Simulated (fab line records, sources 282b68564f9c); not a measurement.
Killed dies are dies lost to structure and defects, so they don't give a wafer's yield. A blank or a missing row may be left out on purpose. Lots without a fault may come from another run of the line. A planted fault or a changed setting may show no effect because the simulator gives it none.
Which tool did it? | flow rit_cmos | 15 lots, 45 wafers sampled, at 2 steps of a route of 202

WHAT THE GAUGES READ, wafer by wafer
RIT_NRETRO_TW_MEAS_10.
lot  | measured    | on            | NRETRO_TW
L284 | day 2 06:08 | film_metro-01 | 1030 1032 1029
L285 | day 2 10:45 | film_metro-02 | 1040 1035 1036
L286 | day 2 17:07 | film_metro-04 | 1046 1048 1041
L287 | day 2 21:28 | film_metro-02 | 1035 1039 1036
L288 | day 3 03:22 | film_metro-02 | 1038 1035 1040
L290 | day 3 12:29 | film_metro-01 | 1026 1030 1024
L291 | day 3 17:50 | film_metro-04 | 1062 1057 1055
L294 | day 4 11:19 | film_metro-01 | 1026 1034 1032
L295 | day 4 16:29 | film_metro-04 | 1068 1060 1064
L296 | day 5 02:13 | film_metro-01 | 1024 1022 1022
L297 | day 5 05:53 | film_metro-01 | 967 970 966
L299 | day 5 13:33 | film_metro-04 | 1055 1053 1058
L301 | day 5 20:51 | film_metro-04 | 1001 996 996
L302 | day 6 01:46 | film_metro-01 | 966 955 965
L303 | day 6 04:45 | film_metro-02 | 1042 1043 1047

WHICH TOOL RAN EACH LOT (tool, then ch and the chambers of the sampled wafers, then the start)
lot  | RIT_NRETRO_IMPLANT_08
L284 | implanter-03 ch 0, day 2 05:49
L285 | implanter-02 ch 0, day 2 10:25
L286 | implanter-02 ch 0, day 2 16:49
L287 | implanter-03 ch 0, day 2 21:10
L288 | implanter-03 ch 0, day 3 03:02
L290 | implanter-01 ch 0, day 3 12:12
L291 | implanter-02 ch 0, day 3 17:31
L294 | implanter-03 ch 0, day 4 11:02
L295 | implanter-01 ch 0, day 4 16:10
L296 | implanter-01 ch 0, day 5 01:53
L297 | implanter-01 ch 0, day 5 05:35
L299 | implanter-03 ch 0, day 5 13:14
L301 | implanter-01 ch 0, day 5 20:32
L302 | implanter-01 ch 0, day 6 01:27
L303 | implanter-02 ch 0, day 6 04:25
- RIT_NRETRO_IMPLANT_08

WHAT THE TOOLS THEMSELVES READ (means of the sampled wafers that have a number; where no wafer has one, the mark that the record gives instead)
RIT_NRETRO_IMPLANT_08.
lot  | tool         | dose_ions_cm2 | faraday_current_uA | tilt_deg (degrees)
L284 | implanter-03 | 9.998e+12     | 31.5               | 7.017
L285 | implanter-02 | 1.000e+13     | 30.9               | 7.010
L286 | implanter-02 | 9.998e+12     | 31.5               | 6.985
L287 | implanter-03 | 9.985e+12     | 31.3               | 6.992
L288 | implanter-03 | 1.001e+13     | 32.4               | 6.979
L290 | implanter-01 | 9.984e+12     | 31.9               | 7.001
L291 | implanter-02 | 9.997e+12     | 31.7               | 6.999
L294 | implanter-03 | 1.000e+13     | 31.4               | 7.009
L295 | implanter-01 | 9.996e+12     | 31.4               | 7.012
L296 | implanter-01 | 1.002e+13     | 32.0               | 6.999
L297 | implanter-01 | 8.302e+12     | 26.3               | 6.987
L299 | implanter-03 | 9.988e+12     | 31.0               | 6.983
L301 | implanter-01 | 8.284e+12     | 26.1               | 7.001
L302 | implanter-01 | 8.297e+12     | 26.5               | 6.995
L303 | implanter-02 | 9.998e+12     | 31.4               | 6.997

THE ANSWER, worked out from the rows above alone
Rule: what is usual is taken from the lots themselves. Put in order of their means at a reading, lots are off if they are a third of the lots or fewer, leave a main group of 4 or more, and stand apart from it by a gap of 3 or more times the standard deviation of the main group's means; of several such gaps the widest counts. A main group whose means are all the same, to the digits that the tables above print for the reading, isn't used. A lot without any number at a reading at which 4 lots or more have one is off too. The other lots that the step has rows for count as sound. The gauges are gone through in route order, then the tools' own readings, and for those a lot's mean is taken as printed above. The first step at which some lot is off is used, and at that step the reading that is off furthest; a lot without a number counts as furthest.
Off: L297, L301, L302, at RIT_NRETRO_IMPLANT_08 (dose_ions_cm2). The main group: mean 9.998e+12, standard deviation 9.6e+09.
A tool fits if, at that step or a process step before it, it ran every lot that is off, and no sound lot after the first of them. One fits: implanter-01 at RIT_NRETRO_IMPLANT_08. Its last sound lot is L296 (day 5 01:53), its first lot that is off L297 (day 5 05:35): a fault that began between those two fits.
The tool's own readings at RIT_NRETRO_IMPLANT_08 bear it out: on the lots that are off they differ by more than 5 times the standard deviation of the sound lots' means. dose_ions_cm2 reads 8.294e+12 there against 9.998e+12 on the sound lots; faraday_current_uA reads 26.3 there against 31.5 on the sound lots.

WHAT THE SIMULATOR HAD PUT IN
Process parameter drift: implanter-01, from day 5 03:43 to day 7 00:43, at RIT_NRETRO_IMPLANT_08. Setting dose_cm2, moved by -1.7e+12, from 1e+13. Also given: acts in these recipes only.
Lots struck among those shown: L297, L301, L302. The rule above found the same.
